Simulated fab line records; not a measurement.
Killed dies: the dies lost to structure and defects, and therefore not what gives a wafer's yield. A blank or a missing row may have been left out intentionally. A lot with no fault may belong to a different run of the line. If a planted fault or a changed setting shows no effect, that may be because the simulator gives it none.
One fault through the eyes of 2 desks :: flow berkeleyCmos170 :: only its own numbers are on each desk; what lay behind them is given at the end

== DESK OF THE TOOL OWNER: lithoTrack-04 ==
At UCB170_NSD_SOFTBAKE_02 (time 60 s), the tool's own readings, given per lot that ran on this tool as the mean of the sampled wafers with a number. The brackets show how far a lot's mean lies from the usual mean; more than 4 standard deviations puts the lot out of limits, marked OUT.
Columns: A = resistLineTempC at UCB170_NSD_SOFTBAKE_02, usual 23.00 C; B = runLengthS at UCB170_NSD_SOFTBAKE_02, usual 89.19 s
lot: L209
first seen here: day 8 12:32
A: 23.09
B: 89.21

lot: L210
first seen here: day 9 05:37
A: 22.91
B: 89.20

lot: L214
first seen here: day 9 22:25
A: 23.03
B: 90.89 (+15) OUT

lot: L216
first seen here: day 10 08:01
A: 22.98
B: 90.78 (+14) OUT
This desk finds L214, L216 out of limits, L214 being first, at day 9 22:25 (runLengthS at UCB170_NSD_SOFTBAKE_02). L209, L210: within limits.

== FROM THE METROLOGY DESK ==
Lot by lot, what the gauges showed, no matter which tool ran the lot: averages of those sampled wafers that carry a number. The brackets show how far a lot's mean lies from the usual mean; more than 4 standard deviations puts the lot out of limits, marked OUT.
Columns: A = FIELD_OXIDE_LEFT_2_THK at UCB170_FIELD_THK_MEAS_91, usual 353 nm; B = PSD_TW at UCB170_PSD_TW_MEAS_10, usual 2331
lot: L207
first seen here: day 7 00:53
A: 343
B: 2341

lot: L209
first seen here: day 7 01:34
A: 339
B: 2310

lot: L208
first seen here: day 7 01:37
A: 352
B: 2313

lot: L210
first seen here: day 7 20:15
A: 354
B: 2308

lot: L214
first seen here: day 8 15:29
A: 339
B: 2361

lot: L216
first seen here: day 9 05:19
A: 343
B: 2344

lot: L219
first seen here: day 9 14:34
A: 356
B: 2309

lot: L220
first seen here: day 10 01:43
A: 355
B: 2333

lot: L222
first seen here: day 10 02:22
A: 349
B: 2341

lot: L223
first seen here: day 10 22:58
A: 374
B: 2299

lot: L226
first seen here: day 10 23:16
A: 346
B: 2304

lot: L224
first seen here: day 10 23:47
A: 361
B: 2342

lot: L227
first seen here: day 11 02:40
A: 353
B: 2337

lot: L228
first seen here: day 11 03:04
A: 346
B: 2353
This desk found nothing out of limits on any of the 14 lots.

== BROUGHT TOGETHER ==
At day 9 22:25, on L214, L216, the tool owner's desk was in a position to raise an alarm.
Nothing out of limits was seen by the metrology desk.
The metrology desk holds a record of L214, L216, inside its limits.
The lots listed all ran UCB170_NSD_SOFTBAKE_02 on lithoTrack-04.

== WHAT THE SIMULATOR PUT IN ==
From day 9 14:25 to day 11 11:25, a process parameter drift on lithoTrack-04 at UCB170_NSD_SOFTBAKE_02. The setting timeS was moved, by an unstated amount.
Struck lots among those shown: L214, L216.
Each desk's first reading out of limits, in hours after the fault started: the tool owner's desk, 8.
